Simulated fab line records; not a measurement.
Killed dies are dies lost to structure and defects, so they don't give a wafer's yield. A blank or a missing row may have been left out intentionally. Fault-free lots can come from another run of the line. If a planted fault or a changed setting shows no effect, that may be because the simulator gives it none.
fab line records ; flow rit-cmos
record: lots: 13; wafers: 39; last-day: 7
route steps=202 shown ACTIVE@12 FOX2@24 GATE@79 NLDD@160 M1@202
lots that met no fault: from a run of the same line without faults
start-h: hours from the record's opening day to when the first of the lot's shown wafers began ; wait-h: hours elapsed since this lot's preceding step ; " repeats the value in the row above ; L1.1+2: a row that stands for several wafers ; - value missing, or start not given ; * or withheld: withheld ; < > ~ a bound
route shown NAME@n: a module of which the file shows steps, and the number in the route of the first ; usual: mean and standard deviation over wafers with no fault ; same: alike in all rows ; chamber/n: place in a boat ; sites: per-site readings ; _std_site: how widely they spread, as a standard deviation ; _edge_site: mean of outer sites minus mean of inner sites ; radius-mm: how far each site lies from the wafer's centre ; mask NAME#n: copy n ; behind: the last tool/chamber to shape the wafer ; hold: why the lot went on hold/how many hours it stayed there/how the hold came to an end ; device: whichever transistor did not switch (one of n, p or np) ; end of line: the same wafers' tests at the end of the route ; a step given without rows: its recipe and nothing more ; killed: dies lost to structure and defects at the first sort, not the wafer's yield ; map: a wafer's dies, x killed, . not, _ none there
set.NAME: the setting that was run; set.NAME@STEP: the one run at that earlier step ; model.NAME: the simulator's own value behind a step, which no gauge read
one table for each step of the route and one row for each wafer, over a sample of lots
services: when a tool's chamber went out of use (start-h, in hours from the record's first day, below 0 if earlier), for how many hours, and the reason
== steps ==
step: RIT_ACTIVE_CD_MEAS_11
recipe: target-cd-nm: 1400
usual: cd-nm: 1399.7/2.2
lot.wafer;tool;chamber;start-h;wait-h;cd-nm
L144.3;cd-sem-02;-;19.48;-;1398.5
L144.4;cd-sem-02;-;19.48;-;1400.8
L144.6;cd-sem-02;-;19.48;-;1399.5
L145.1;cd-sem-01;-;24.44;-;1397.0
L145.2;cd-sem-01;-;24.44;-;1396.3
L145.6;cd-sem-01;-;24.44;-;1398.1
L146.1;cd-sem-02;-;29.57;-;1402.2
L146.3;cd-sem-02;-;29.57;-;1404.2
L146.5;cd-sem-02;-;29.57;-;1403.1
L147.2;cd-sem-01;-;34.58;-;1399.5
L147.4;cd-sem-01;-;34.58;-;1398.6
L147.5;cd-sem-01;-;34.58;-;1398.3
L148.1;cd-sem-01;-;39.56;-;1401.4
L148.2;cd-sem-01;-;39.56;-;1402.0
L148.6;cd-sem-01;-;39.56;-;1401.9
L149.3;cd-sem-02;-;44.61;-;1397.9
L149.4;cd-sem-02;-;44.61;-;1400.7
L149.6;cd-sem-02;-;44.61;-;1397.5
L152.4;cd-sem-02;-;59.84;-;1401.7
L152.5;cd-sem-02;-;59.84;-;1403.0
L152.6;cd-sem-02;-;59.84;-;1401.9
L159.2;cd-sem-01;-;95.34;-;1397.5
L159.3;cd-sem-01;-;95.34;-;1396.4
L159.5;cd-sem-01;-;95.34;-;1397.9
L160.4;cd-sem-02;-;99.62;-;1398.9
L160.5;cd-sem-02;-;99.62;-;1401.3
L160.6;cd-sem-02;-;99.62;-;1399.1
L161.3;cd-sem-02;-;105.19;-;1396.5
L161.5;cd-sem-02;-;105.19;-;1396.8
L161.6;cd-sem-02;-;105.19;-;1397.2
L163.2;cd-sem-01;-;114.58;-;1399.5
L163.3;cd-sem-01;-;114.58;-;1400.8
L163.4;cd-sem-01;-;114.58;-;1398.9
L165.4;cd-sem-02;-;124.50;-;1402.2
L165.5;cd-sem-02;-;124.50;-;1401.5
L165.6;cd-sem-02;-;124.50;-;1400.8
L166.2;cd-sem-01;-;129.63;-;1396.6
L166.4;cd-sem-01;-;129.63;-;1399.3
L166.5;cd-sem-01;-;129.63;-;1398.0
step: RIT_FOX2_THK_MEAS_01
recipe: reads: SiO2_of_FOX2_OXIDATION_00
usual: FOX2_OXIDE_THK: 352/5.8
lot.wafer;tool;chamber;start-h;wait-h;FOX2_OXIDE_THK[nm]
L144.3;film-metro-02;-;23.34;0.0;357
L144.4;film-metro-02;-;23.34;0.0;361
L144.6;film-metro-02;-;23.34;0.0;356
L145.1;film-metro-02;-;28.32;0.0;352
L145.2;film-metro-02;-;28.32;0.0;352
L145.6;film-metro-02;-;28.32;0.0;350
L146.1;film-metro-03;-;33.76;0.0;365
L146.3;film-metro-03;-;33.76;0.0;359
L146.5;film-metro-03;-;33.76;0.0;365
L147.2;film-metro-03;-;39.94;0.0;351
L147.4;film-metro-03;-;39.94;0.0;350
L147.5;film-metro-03;-;39.94;0.0;349
L148.1;film-metro-03;-;43.45;0.0;348
L148.2;film-metro-03;-;43.45;0.0;344
L148.6;film-metro-03;-;43.45;0.0;352
L149.3;film-metro-01;-;48.51;0.0;366
L149.4;film-metro-01;-;48.51;0.0;365
L149.6;film-metro-01;-;48.51;0.0;368
L152.4;film-metro-03;-;64.62;0.0;354
L152.5;film-metro-03;-;64.62;0.0;351
L152.6;film-metro-03;-;64.62;0.0;350
L159.2;film-metro-01;-;99.45;0.0;346
L159.3;film-metro-01;-;99.45;0.0;351
L159.5;film-metro-01;-;99.45;0.0;347
L160.4;film-metro-02;-;104.82;0.0;357
L160.5;film-metro-02;-;104.82;0.0;352
L160.6;film-metro-02;-;104.82;0.0;353
L161.3;film-metro-01;-;109.04;0.0;353
L161.5;film-metro-01;-;109.04;0.0;353
L161.6;film-metro-01;-;109.04;0.0;354
L163.2;film-metro-01;-;118.44;0.0;356
L163.3;film-metro-01;-;118.44;0.0;347
L163.4;film-metro-01;-;118.44;0.0;351
L165.4;film-metro-02;-;129.03;0.0;348
L165.5;film-metro-02;-;129.03;0.0;353
L165.6;film-metro-02;-;129.03;0.0;355
L166.2;film-metro-02;-;133.51;0.0;349
L166.4;film-metro-02;-;133.51;0.0;353
L166.5;film-metro-02;-;133.51;0.0;349
step: RIT_GATE_CLEAN_04
recipe: chemistry: dHF; dilution: 50:1; time-s: 60; dry: n2-spin
usual: run-length-s: 87.2/2.2
lot.wafer;tool;chamber;start-h;wait-h;run-length-s
L144.3;wet-bench-04;0;36.53;0.0;85.8
L144.4;wet-bench-04;0;36.53;0.0;85.8
L144.6;wet-bench-04;0;36.53;0.0;85.8
L145.1;wet-bench-02;3;41.75;0.0;86.3
L145.2;wet-bench-02;3;41.75;0.0;86.3
L145.6;wet-bench-02;3;41.75;0.0;86.3
L146.1;wet-bench-02;1;47.15;0.0;87.7
L146.3;wet-bench-02;1;47.15;0.0;87.7
L146.5;wet-bench-02;1;47.15;0.0;87.7
L147.2;wet-bench-02;0;53.43;0.0;86.8
L147.4;wet-bench-02;0;53.43;0.0;86.8
L147.5;wet-bench-02;0;53.43;0.0;86.8
L148.1;wet-bench-01;2;57.58;0.0;92.8
L148.2;wet-bench-01;2;57.58;0.0;92.8
L148.6;wet-bench-01;2;57.58;0.0;92.8
L149.3;wet-bench-02;3;61.87;0.0;55.6
L149.4;wet-bench-02;3;61.87;0.0;55.6
L149.6;wet-bench-02;3;61.87;0.0;55.6
L152.4;wet-bench-01;2;77.97;0.0;86.0
L152.5;wet-bench-01;2;77.97;0.0;86.0
L152.6;wet-bench-01;2;77.97;0.0;86.0
L159.2;wet-bench-04;2;112.53;0.0;87.4
L159.3;wet-bench-04;2;112.53;0.0;87.4
L159.5;wet-bench-04;2;112.53;0.0;87.4
L160.4;wet-bench-01;0;118.17;0.0;86.4
L160.5;wet-bench-01;0;118.17;0.0;86.4
L160.6;wet-bench-01;0;118.17;0.0;86.4
L161.3;wet-bench-01;0;122.54;0.0;85.7
L161.5;wet-bench-01;0;122.54;0.0;85.7
L161.6;wet-bench-01;0;122.54;0.0;85.7
L163.2;wet-bench-01;0;131.69;0.0;85.0
L163.3;wet-bench-01;0;131.69;0.0;85.0
L163.4;wet-bench-01;0;131.69;0.0;85.0
L165.4;wet-bench-04;2;142.27;0.0;86.3
L165.5;wet-bench-04;2;142.27;0.0;86.3
L165.6;wet-bench-04;2;142.27;0.0;86.3
L166.2;wet-bench-04;3;146.99;0.0;86.4
L166.4;wet-bench-04;3;146.99;0.0;86.4
L166.5;wet-bench-04;3;146.99;0.0;86.4
step: RIT_SDANNEAL_RS_MEAS_07
recipe: thk-meas-gauge: four-point-probe
usual: NLDD_RS: 152.7/0.54
lot.wafer;tool;chamber;start-h;wait-h;NLDD_RS[ohm/sq]
L144.3;film-metro-02;-;55.03;0.1;152.8
L144.4;film-metro-02;-;55.03;0.1;153.4
L144.6;film-metro-02;-;55.03;0.1;152.6
L145.1;film-metro-01;-;59.64;0.1;152.8
L145.2;film-metro-01;-;59.64;0.1;152.9
L145.6;film-metro-01;-;59.64;0.1;152.8
L146.1;film-metro-02;-;64.70;0.1;152.5
L146.3;film-metro-02;-;64.70;0.1;152.4
L146.5;film-metro-02;-;64.70;0.1;152.8
L147.2;film-metro-04;-;71.11;0.1;152.8
L147.4;film-metro-04;-;71.11;0.1;153.2
L147.5;film-metro-04;-;71.11;0.1;152.8
L148.1;film-metro-04;-;75.57;0.1;152.2
L148.2;film-metro-04;-;75.57;0.1;151.9
L148.6;film-metro-04;-;75.57;0.1;152.2
L149.3;film-metro-02;-;80.09;0.1;152.8
L149.4;film-metro-02;-;80.09;0.1;152.8
L149.6;film-metro-02;-;80.09;0.1;152.8
L152.4;film-metro-01;-;96.27;0.1;152.0
L152.5;film-metro-01;-;96.27;0.1;152.2
L152.6;film-metro-01;-;96.27;0.1;152.1
L159.2;film-metro-04;-;130.63;0.1;153.3
L159.3;film-metro-04;-;130.63;0.1;154.0
L159.5;film-metro-04;-;130.63;0.1;153.5
L160.4;film-metro-04;-;135.77;0.1;152.7
L160.5;film-metro-04;-;135.77;0.1;153.2
L160.6;film-metro-04;-;135.77;0.1;152.8
L161.3;film-metro-01;-;140.93;0.1;152.7
L161.5;film-metro-01;-;140.93;0.1;153.0
L161.6;film-metro-01;-;140.93;0.1;153.0
L163.2;film-metro-01;-;150.21;0.1;152.2
L163.3;film-metro-01;-;150.21;0.1;152.4
L163.4;film-metro-01;-;150.21;0.1;152.4
L165.4;film-metro-01;-;160.02;0.1;153.0
L165.5;film-metro-01;-;160.02;0.1;152.8
L165.6;film-metro-01;-;160.02;0.1;152.7
L166.2;film-metro-01;-;164.32;0.1;153.1
L166.4;film-metro-01;-;164.32;0.1;153.1
L166.5;film-metro-01;-;164.32;0.1;153.1
step: RIT_M1_PROBE_99
usual: killed-at-contacts: 0.1/0.35; killed-at-front-end: 6.6/2.7; killed-dies: 6.7/2.8; killed-open: 3.4/2.1; killed-short: 3.3/1.8
same: gross-dies: 264; killed_at_M0_to_M3: 0; killed_at_M4_up: 0; killed-at-back-side: 0; killed-at-other: 0
lot.wafer;tool;chamber;start-h;wait-h;killed-at-contacts;killed-at-front-end;killed-dies;killed-open;killed-short
L159.2;prober-02;-;137.69;0.1;0;4;4;1;2
L159.3;prober-02;-;137.74;0.2;0;9;9;6;3
L159.5;prober-02;-;137.84;0.2;0;6;6;2;4
L161.3;prober-02;-;148.11;0.2;0;5;5;2;3
L161.5;prober-02;-;148.21;0.2;0;3;3;2;1
L161.6;prober-02;-;148.26;0.2;1;6;7;2;5
L166.2;prober-01;-;172.76;0.1;0;8;8;5;3
L166.4;prober-01;-;172.86;0.2;0;9;9;5;4
L166.5;prober-01;-;172.91;0.2;0;10;10;5;5
killed by level:class
L159.2 GATE:geometric-particle:short=2 GATE:geometric-particle:open=1 NRETRO:coat-microbubble-printed=1
L159.3 SPACER:geometric-particle:open=3 GATE:geometric-particle:open=2 GATE:geometric-particle:short=2 FOX1:geometric-particle:open=1 SPACER:geometric-particle:short=1
L159.5 FOX1:geometric-particle:short=2 FOX1:geometric-particle:open=1 FOX2:geometric-particle:open=1 FOX2:geometric-particle:short=1 GATE:geometric-particle:short=1
L161.3 FOX1:geometric-particle:short=2 FOX2:geometric-particle:open=2 FOX2:geometric-particle:short=1
L161.5 FOX1:geometric-particle:open=1 GATE:geometric-particle:short=1 SPACER:geometric-particle:open=1
L161.6 SPACER:geometric-particle:short=2 FOX1:geometric-particle:open=1 GATE:geometric-particle:open=1 REOX:geometric-particle:short=1 SILICIDE:geometric-particle:short=1 CONTACT:geometric-particle:short=1
L166.2 GATE:geometric-particle:open=3 FOX2:geometric-particle:short=2 FOX1:geometric-particle:short=1 FOX2:geometric-particle:open=1 REOX:geometric-particle:open=1
L166.4 GATE:geometric-particle:open=2 FOX1:geometric-particle:open=1 FOX1:geometric-particle:short=1 GATE:geometric-particle:short=1 REOX:geometric-particle:short=1 REOX:geometric-particle:open=1 SILICIDE:geometric-particle:short=1 SILICIDE:geometric-particle:open=1
L166.5 FOX1:geometric-particle:short=3 SPACER:geometric-particle:open=2 GATE:geometric-particle:short=1 GATE:geometric-particle:open=1 REOX:geometric-particle:open=1 SPACER:geometric-particle:short=1 SILICIDE:geometric-particle:open=1
== services ==
tool;chamber;start-h;hours;kind
wet-bench-04;-;77.56;1.1;repair
wet-bench-02;-;101.87;4.4;pm
wet-bench-04;-;136.17;2.6;repair
wet-bench-01;-;136.40;3.8;repair
== key ==
first-sign: step: RIT_GATE_CLEAN_04; reading: run-length-s; direction: down; sigmas: 14; usual: *; struck: *
effect none on later readings
met-at RIT_GATE_CLEAN_04
struck-lots L149
struck-wafers L149.3,L149.4,L149.6
tester-left-out L149
not-acting-at RIT_ACTIVE_CD_MEAS_11,RIT_FOX2_THK_MEAS_01,RIT_SDANNEAL_RS_MEAS_07
onset-between 41.75 61.87
fault: kind: process-parameter-drift; tool: wet-bench-02; chamber: 3; onset-h: 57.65; steps: RIT_GATE_CLEAN_04; channel: time-s; offset: *; shape: step; end-h: 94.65; acts-in: *; stated: *
tester-left-out: of these lots the tester's yield and bins aren't shown, on N5 and GAA mostly nor the transistor test; their killed dies are dies lost to structure and defects alone, not to doping, threshold or leakage, so they don't give the yield
